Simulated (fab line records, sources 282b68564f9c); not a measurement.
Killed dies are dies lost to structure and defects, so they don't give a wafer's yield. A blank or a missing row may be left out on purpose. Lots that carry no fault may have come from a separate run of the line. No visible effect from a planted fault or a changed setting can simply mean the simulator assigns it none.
fab line records ; flow ritCmos
record: lots: 14; wafers: 42; lastDay: 7
route steps=202 shown NSD@139
lots untouched by any fault: they come from a run of this same line in which no faults occurred
startH: start of the lot's first displayed wafer, in hours after the record's first day ; waitH: hours since the lot's step before ; " repeats the value in the row above ; L1.1+2: a single row standing in for several wafers ; - no value present, or no start provided ; * or withheld: withheld ; < > ~ a bound
route shown NAME@n: NAME is a module with steps in the file, n the number in the route of the first one ; usual: mean/standard deviation taken from wafers without a fault ; same: alike in all rows ; chamber/n: place in a boat ; sites: the reading at each site ; _std_site: how widely they spread, as a standard deviation ; _edge_site: the outer-site mean with the inner-site mean subtracted ; radiusMm: for every site, how far away it sits from the centre of the wafer ; mask NAME#n: copy n ; behind: the tool/chamber that last shaped the wafer ; hold: reason for holding the lot/hours on hold/outcome of the hold ; device: which transistor (n, p or np) failed to switch ; end of line: tests of these same wafers at the route's end ; a step without rows: its recipe alone ; killed: dies lost to structure and defects at the first sort, not the wafer's yield ; map: per-die view of a wafer (x killed, . not killed, _ where there is no die)
set.NAME: the run value of the setting; set.NAME@STEP: its run value at that earlier step ; model.NAME: the simulator's own value behind a step, which no gauge read
one table for each step of the route and one row for each wafer, over a sample of lots
services: the hour from which a tool's chamber was out of use, counted from the record's first day as startH (under 0 if before that day), plus the number of hours and why
== steps ==
step: RIT_NSD_IMPLANT_08
recipe: species: P; energyKev: 25; doseCm2: 1e+15; tiltDeg: 7
usual: doseIonsCm2: 9.997e+14/9.5e+11; faradayCurrentUA: 3127/60
lot.wafer;tool;chamber;startH;waitH;doseIonsCm2;faradayCurrentUA
L214.1;implanter-01;0;51.46;0.1;9.996e+14;3179
L214.3;implanter-01;0;51.46;0.1;1.0013e+15;3171
L214.6;implanter-01;0;51.46;0.1;1.001e+15;3193
L216.1;implanter-01;0;63.55;0.1;9.991e+14;3079
L216.5;implanter-01;0;63.55;0.1;9.999e+14;3145
L216.6;implanter-01;0;63.55;0.1;1.0007e+15;3313
L217.1;implanter-04;0;66.42;0.1;1.0006e+15;3093
L217.3;implanter-04;0;66.42;0.1;1.0001e+15;3093
L217.4;implanter-04;0;66.42;0.1;9.998e+14;3173
L218.1;implanter-04;0;70.10;0.1;9.979e+14;3130
L218.4;implanter-04;0;70.10;0.1;1.0007e+15;3155
L218.5;implanter-04;0;70.10;0.1;1.0006e+15;3166
L219.1;implanter-01;0;74.32;0.1;9.987e+14;3183
L219.4;implanter-01;0;74.32;0.1;9.992e+14;3209
L219.5;implanter-01;0;74.32;0.1;9.987e+14;3152
L220.1;implanter-04;0;78.57;0.1;9.996e+14;2998
L220.5;implanter-04;0;78.57;0.1;9.99e+14;3195
L220.6;implanter-04;0;78.57;0.1;9.988e+14;3105
L221.1;implanter-03;0;82.59;0.1;9.99e+14;3126
L221.4;implanter-03;0;82.59;0.1;9.984e+14;3133
L221.5;implanter-03;0;82.59;0.1;9.991e+14;3018
L224.2;implanter-03;0;102.29;0.1;1.0005e+15;3188
L224.3;implanter-03;0;102.29;0.1;1.0009e+15;3182
L224.6;implanter-03;0;102.29;0.1;1.0006e+15;3050
L225.2;implanter-04;0;104.34;0.1;9.992e+14;3103
L225.3;implanter-04;0;104.34;0.1;1.0004e+15;3128
L225.5;implanter-04;0;104.34;0.1;9.998e+14;3049
L230.1;implanter-03;0;131.11;0.1;7.048e+14;2243
L230.4;implanter-03;0;131.11;0.1;7.037e+14;2164
L230.6;implanter-03;0;131.11;0.1;7.031e+14;2191
L231.1;implanter-03;0;134.16;0.1;7.034e+14;2216
L231.2;implanter-03;0;134.16;0.1;7.03e+14;2245
L231.5;implanter-03;0;134.16;0.1;7.042e+14;2202
L233.4;implanter-01;0;144.79;0.1;9.988e+14;3141
L233.5;implanter-01;0;144.79;0.1;9.989e+14;3103
L233.6;implanter-01;0;144.79;0.1;9.992e+14;3248
L236.4;implanter-04;0;164.05;0.1;1.0002e+15;3179
L236.5;implanter-04;0;164.05;0.1;1.0002e+15;3072
L236.6;implanter-04;0;164.05;0.1;1.0007e+15;3160
L237.2;implanter-04;0;168.26;0.1;9.989e+14;3093
L237.3;implanter-04;0;168.26;0.1;9.995e+14;3206
L237.6;implanter-04;0;168.26;0.1;9.997e+14;3232
step: RIT_NSD_TW_MEAS_10
usual: NSD_TW: 3117/15
lot.wafer;tool;chamber;startH;waitH;NSD_TW
L214.1;filmMetro-02;-;51.79;0.1;3108
L214.3;filmMetro-02;-;51.79;0.1;3098
L214.6;filmMetro-02;-;51.79;0.1;3104
L216.1;filmMetro-02;-;63.87;0.1;3135
L216.5;filmMetro-02;-;63.87;0.1;3115
L216.6;filmMetro-02;-;63.87;0.1;3104
L217.1;filmMetro-02;-;66.75;0.1;3112
L217.3;filmMetro-02;-;66.75;0.1;3108
L217.4;filmMetro-02;-;66.75;0.1;3115
L218.1;filmMetro-02;-;70.43;0.1;3109
L218.4;filmMetro-02;-;70.43;0.1;3111
L218.5;filmMetro-02;-;70.43;0.1;3121
L219.1;filmMetro-01;-;74.64;0.1;3116
L219.4;filmMetro-01;-;74.64;0.1;3106
L219.5;filmMetro-01;-;74.64;0.1;3104
L220.1;filmMetro-01;-;78.89;0.1;3089
L220.5;filmMetro-01;-;78.89;0.1;3101
L220.6;filmMetro-01;-;78.89;0.1;3108
L221.1;filmMetro-02;-;82.92;0.1;3115
L221.4;filmMetro-02;-;82.92;0.1;3124
L221.5;filmMetro-02;-;82.92;0.1;3105
L224.2;filmMetro-02;-;102.60;0.1;3114
L224.3;filmMetro-02;-;102.60;0.1;3115
L224.6;filmMetro-02;-;102.60;0.1;3123
L225.2;filmMetro-01;-;104.65;0.1;3129
L225.3;filmMetro-01;-;104.65;0.1;3138
L225.5;filmMetro-01;-;104.65;0.1;3102
L230.1;filmMetro-02;-;131.44;0.1;2880
L230.4;filmMetro-02;-;131.44;0.1;2897
L230.6;filmMetro-02;-;131.44;0.1;2892
L231.1;filmMetro-01;-;134.48;0.1;2889
L231.2;filmMetro-01;-;134.48;0.1;2891
L231.5;filmMetro-01;-;134.48;0.1;2891
L233.4;filmMetro-02;-;145.07;0.1;3136
L233.5;filmMetro-02;-;145.07;0.1;3144
L233.6;filmMetro-02;-;145.07;0.1;3128
L236.4;filmMetro-04;-;164.33;0.1;3099
L236.5;filmMetro-04;-;164.33;0.1;3087
L236.6;filmMetro-04;-;164.33;0.1;3094
L237.2;filmMetro-02;-;168.57;0.1;3137
L237.3;filmMetro-02;-;168.57;0.1;3137
L237.6;filmMetro-02;-;168.57;0.1;3133
step: RIT_SDANNEAL_RS_MEAS_05
recipe: thkMeasGauge: four-point-probe
usual: NSD_RS: 84.4/0.33
lot.wafer;tool;chamber;startH;waitH;NSD_RS[ohm/sq]
L214.1;filmMetro-01;-;53.94;0.1;84.2
L214.3;filmMetro-01;-;53.94;0.1;84.0
L214.6;filmMetro-01;-;53.94;0.1;84.0
L216.1;filmMetro-01;-;65.90;0.1;83.9
L216.5;filmMetro-01;-;65.90;0.1;84.3
L216.6;filmMetro-01;-;65.90;0.1;84.0
L217.1;filmMetro-02;-;68.77;0.1;84.4
L217.3;filmMetro-02;-;68.77;0.1;84.6
L217.4;filmMetro-02;-;68.77;0.1;84.3
L218.1;filmMetro-01;-;72.55;0.1;84.1
L218.4;filmMetro-01;-;72.55;0.1;84.0
L218.5;filmMetro-01;-;72.55;0.1;84.0
L219.1;filmMetro-02;-;76.67;0.1;84.0
L219.4;filmMetro-02;-;76.67;0.1;84.4
L219.5;filmMetro-02;-;76.67;0.1;84.3
L220.1;filmMetro-01;-;81.30;0.1;84.2
L220.5;filmMetro-01;-;81.30;0.1;84.0
L220.6;filmMetro-01;-;81.30;0.1;84.0
L221.1;filmMetro-04;-;85.24;0.1;84.9
L221.4;filmMetro-04;-;85.24;0.1;84.7
L221.5;filmMetro-04;-;85.24;0.1;84.7
L224.2;filmMetro-02;-;104.75;0.1;84.6
L224.3;filmMetro-02;-;104.75;0.1;84.3
L224.6;filmMetro-02;-;104.75;0.1;84.6
L225.2;filmMetro-04;-;106.87;0.1;84.3
L225.3;filmMetro-04;-;106.87;0.1;84.4
L225.5;filmMetro-04;-;106.87;0.1;84.3
L230.1;filmMetro-01;-;133.53;0.1;111.6
L230.4;filmMetro-01;-;133.53;0.1;111.8
L230.6;filmMetro-01;-;133.53;0.1;111.9
L231.1;filmMetro-01;-;136.64;0.1;110.6
L231.2;filmMetro-01;-;136.64;0.1;111.3
L231.5;filmMetro-01;-;136.64;0.1;111.0
L233.4;filmMetro-02;-;147.16;0.1;84.0
L233.5;filmMetro-02;-;147.16;0.1;83.8
L233.6;filmMetro-02;-;147.16;0.1;84.1
L236.4;filmMetro-01;-;166.66;0.1;84.0
L236.5;filmMetro-01;-;166.66;0.1;84.3
L236.6;filmMetro-01;-;166.66;0.1;84.4
L237.2;filmMetro-02;-;171.09;0.1;84.4
L237.3;filmMetro-02;-;171.09;0.1;84.4
L237.6;filmMetro-02;-;171.09;0.1;84.7
== services ==
tool;chamber;startH;hours;kind
implanter-03;-;35.90;3.8;pm
implanter-04;-;36.35;3.1;pm
implanter-01;-;74.73;2.6;repair
implanter-04;-;107.55;4.1;repair
implanter-03;-;118.57;0.6;repair
== key ==
firstSign: step: RIT_NSD_IMPLANT_08; reading: doseIonsCm2; direction: down; sigmas: 99+; usual: 9.997e+14; struck: 7.037e+14
effect: step: RIT_NSD_IMPLANT_08; reading: faradayCurrentUA; direction: down; sigmas: 15; usual: 3127; struck: 2210
effect: step: RIT_NSD_TW_MEAS_10; reading: NSD_TW; direction: down; sigmas: 15; usual: 3117; struck: 2890
effect: step: RIT_SDANNEAL_RS_MEAS_05; reading: NSD_RS; direction: up; sigmas: 81; usual: 84.4; struck: 111.4
metAt RIT_NSD_IMPLANT_08
struckLots L230,L231
testerLeftOut L230,L231
onsetBetween 102.29 131.11
fault: kind: processParameterDrift; tool: implanter-03; chamber: -; onsetH: 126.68; steps: RIT_NSD_IMPLANT_08; channel: doseCm2; offset: -2.9599e+14; shape: step; endH: 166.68; actsIn: theseRecipesOnly; stated: 1e+15
testerLeftOut: of these lots the tester's yield and bins aren't shown, on N5 and GAA mostly nor the transistor test; their killed dies are dies lost to structure and defects alone, not to doping, threshold or leakage, so they don't give the yield
